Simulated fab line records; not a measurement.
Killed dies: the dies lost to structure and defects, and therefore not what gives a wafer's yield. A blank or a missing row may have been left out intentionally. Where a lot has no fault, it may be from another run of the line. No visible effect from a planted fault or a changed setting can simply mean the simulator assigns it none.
What tool caused it? :: flow ritCmos :: 15 lots, 45 wafers sampled, at 2 steps of a route of 202

## WHAT THE GAUGES READ, wafer by wafer
RIT_FOX1_THK_MEAS_01.
lot: L402
measured: day 1 17:08
on: filmMetro-03
FOX1_OXIDE_THK (nm): 341 343 340

lot: L403
measured: day 1 21:49
on: filmMetro-01
FOX1_OXIDE_THK (nm): 365 355 358

lot: L404
measured: day 2 04:45
on: filmMetro-01
FOX1_OXIDE_THK (nm): 355 358 351

lot: L406
measured: day 2 14:31
on: filmMetro-04
FOX1_OXIDE_THK (nm): 335 340 331

lot: L407
measured: day 2 17:59
on: filmMetro-03
FOX1_OXIDE_THK (nm): 351 353 351

lot: L408
measured: day 3 00:27
on: filmMetro-03
FOX1_OXIDE_THK (nm): 521 525 520

lot: L409
measured: day 3 04:54
on: filmMetro-01
FOX1_OXIDE_THK (nm): 355 348 350

lot: L411
measured: day 3 15:53
on: filmMetro-04
FOX1_OXIDE_THK (nm): 536 535 537

lot: L415
measured: day 4 13:05
on: filmMetro-03
FOX1_OXIDE_THK (nm): 548 544 553

lot: L418
measured: day 5 02:24
on: filmMetro-03
FOX1_OXIDE_THK (nm): 354 355 356

lot: L419
measured: day 5 05:50
on: filmMetro-01
FOX1_OXIDE_THK (nm): 354 351 347

lot: L420
measured: day 5 11:31
on: filmMetro-01
FOX1_OXIDE_THK (nm): 358 359 355

lot: L421
measured: day 5 16:53
on: filmMetro-01
FOX1_OXIDE_THK (nm): 355 355 350

lot: L422
measured: day 5 20:50
on: filmMetro-01
FOX1_OXIDE_THK (nm): 345 352 351

lot: L424
measured: day 6 06:55
on: filmMetro-03
FOX1_OXIDE_THK (nm): 348 349 350

## WHAT TOOL EACH LOT RAN ON (gives the tool, then ch and the chambers of the sampled wafers, and finally the start)
lot: L402
RIT_FOX1_OXIDATION_00: furnace-02 ch 0, day 1 15:49

lot: L403
RIT_FOX1_OXIDATION_00: furnace-02 ch 0, day 1 20:30

lot: L404
RIT_FOX1_OXIDATION_00: furnace-03 ch 0, day 2 03:26

lot: L406
RIT_FOX1_OXIDATION_00: furnace-01 ch 0, day 2 13:11

lot: L407
RIT_FOX1_OXIDATION_00: furnace-03 ch 0, day 2 16:41

lot: L408
RIT_FOX1_OXIDATION_00: furnace-01 ch 0, day 2 21:39

lot: L409
RIT_FOX1_OXIDATION_00: furnace-01 ch 0, day 3 03:35

lot: L411
RIT_FOX1_OXIDATION_00: furnace-02 ch 0, day 3 13:05

lot: L415
RIT_FOX1_OXIDATION_00: furnace-01 ch 0, day 4 10:17

lot: L418
RIT_FOX1_OXIDATION_00: furnace-02 ch 0, day 5 01:05

lot: L419
RIT_FOX1_OXIDATION_00: furnace-01 ch 0, day 5 04:30

lot: L420
RIT_FOX1_OXIDATION_00: furnace-02 ch 0, day 5 10:12

lot: L421
RIT_FOX1_OXIDATION_00: furnace-01 ch 0, day 5 15:34

lot: L422
RIT_FOX1_OXIDATION_00: furnace-03 ch 0, day 5 19:30

lot: L424
RIT_FOX1_OXIDATION_00: furnace-03 ch 0, day 6 05:35
- RIT_FOX1_OXIDATION_00: target thk 350.7 nm, ox time 1130 s.

## AS READ BY THE TOOLS THEMSELVES (means over the sampled wafers that have a number; for cases with no such wafer, the mark the record gives instead)
RIT_FOX1_OXIDATION_00.
lot: L402
tool: furnace-02
oxTempC (C): 1100.4
zonePowerCentrePct (%): 46.5

lot: L403
tool: furnace-02
oxTempC (C): 1099.8
zonePowerCentrePct (%): 47.1

lot: L404
tool: furnace-03
oxTempC (C): 1099.7
zonePowerCentrePct (%): 52.9

lot: L406
tool: furnace-01
oxTempC (C): 1100.2
zonePowerCentrePct (%): 47.7

lot: L407
tool: furnace-03
oxTempC (C): 1100.1
zonePowerCentrePct (%): 53.1

lot: L408
tool: furnace-01
oxTempC (C): 1100.4
zonePowerCentrePct (%): 48.0

lot: L409
tool: furnace-01
oxTempC (C): 1099.7
zonePowerCentrePct (%): 48.2

lot: L411
tool: furnace-02
oxTempC (C): 1099.3
zonePowerCentrePct (%): 46.7

lot: L415
tool: furnace-01
oxTempC (C): 1099.9
zonePowerCentrePct (%): 48.0

lot: L418
tool: furnace-02
oxTempC (C): 1099.6
zonePowerCentrePct (%): 46.8

lot: L419
tool: furnace-01
oxTempC (C): 1100.3
zonePowerCentrePct (%): 47.9

lot: L420
tool: furnace-02
oxTempC (C): 1099.6
zonePowerCentrePct (%): 46.7

lot: L421
tool: furnace-01
oxTempC (C): 1100.1
zonePowerCentrePct (%): 48.2

lot: L422
tool: furnace-03
oxTempC (C): 1099.6
zonePowerCentrePct (%): 52.7

lot: L424
tool: furnace-03
oxTempC (C): 1100.0
zonePowerCentrePct (%): 52.9

## THE ANSWER, worked out from the rows above alone
Rule: usual is defined by the lots themselves. The widest of any qualifying gaps counts: lots, ordered by their means at a reading, are off when they make up no more than a third of the lots, leave a main group of 4 or more, and stand apart from it by 3 or more times the standard deviation of that group's means. If all means in a main group match to the digits the tables above print for the reading, that group is not used. A lot without any number at a reading at which 4 lots or more have one is off too. Where the step has rows for the other lots, those lots are counted as sound. After the gauges, taken in route order, come the tools' own readings; for these a lot's mean is taken, as printed above. The first step at which some lot is off is used, and at that step the reading that is off furthest; a lot without a number counts as furthest.
Off: L408, L411, L415, seen at RIT_FOX1_THK_MEAS_01 (FOX1_OXIDE_THK). Main group: mean 351 nm, sd 6.4.
A tool fits if, at a process step before that reading, it ran every lot that is off, and no sound lot after the first of them. The gauges at RIT_FOX1_THK_MEAS_01 are tried like those tools. Not one of the candidates tried fits.

## WHAT THE SIMULATOR HAD PUT IN
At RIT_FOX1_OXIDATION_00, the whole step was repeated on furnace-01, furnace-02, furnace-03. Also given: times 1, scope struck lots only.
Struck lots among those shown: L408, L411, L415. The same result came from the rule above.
